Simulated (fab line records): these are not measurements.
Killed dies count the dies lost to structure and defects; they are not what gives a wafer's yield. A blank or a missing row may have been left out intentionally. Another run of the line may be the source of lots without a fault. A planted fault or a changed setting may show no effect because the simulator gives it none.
The same fault as seen by 2 desks :: flow berkeley_cmos170 :: numbers are kept per desk, each desk with only its own; the story behind them comes last

AT THE TOOL OWNER'S DESK: pvd_sputter-02
The tool's own readings at UCB170_M2_SPUTTER_01 (material Al, target thk 900 nm, time 120 s): means of the sampled wafers that have a number, for each lot that ran on this tool. A lot is out of limits, marked OUT, if its mean lies more than 4 standard deviations from the usual mean; the brackets give that distance.
Columns: A = cathode_dc_power_W at UCB170_M2_SPUTTER_01, usual 6000.0 W; B = throttle_valve_pct at UCB170_M2_SPUTTER_01, usual 30.4 %
lot: L923
first seen here: day 7 22:20
A: 6000.3
B: 30.1

lot: L929
first seen here: day 8 12:52
A: 5999.4
B: 29.4

lot: L930
first seen here: day 8 15:34
A: 5999.5
B: 29.2

lot: L936
first seen here: day 10 09:18
A: 5999.9
B: 30.5
This desk found nothing out of limits on any of the 4 lots.

AT THE METROLOGY DESK
What the gauges read for every lot (on any tool): the sampled wafers with a number, averaged. A lot is out of limits, marked OUT, if its mean lies more than 4 standard deviations from the usual mean; the brackets give that distance.
Columns: A = cd_nm at UCB170_V2_CD_MEAS_12, usual 699.8 nm
lot: L923
first seen here: day 8 03:44
A: 698.7

lot: L924
first seen here: day 8 06:01
A: 702.1

lot: L929
first seen here: day 8 21:26
A: 701.1

lot: L928
first seen here: day 8 22:27
A: 698.5

lot: L926
first seen here: day 8 22:45
A: 701.5

lot: L930
first seen here: day 8 23:47
A: 697.7

lot: L925
first seen here: day 8 23:55
A: 700.3

lot: L927
first seen here: day 9 00:14
A: 696.0

lot: L931
first seen here: day 9 08:15
A: 697.9

lot: L936
first seen here: day 10 15:20
A: 700.6

lot: L937
first seen here: day 10 15:40
A: 699.8

lot: L942
first seen here: day 11 18:54
A: 701.0

lot: L944
first seen here: day 11 22:42
A: 698.1
This desk found nothing out of limits on any of the 13 lots.

TAKEN TOGETHER
The desk of the tool owner found nothing out of limits.
Metrology desk: nothing out of limits seen.

WHAT THE SIMULATOR PUT IN
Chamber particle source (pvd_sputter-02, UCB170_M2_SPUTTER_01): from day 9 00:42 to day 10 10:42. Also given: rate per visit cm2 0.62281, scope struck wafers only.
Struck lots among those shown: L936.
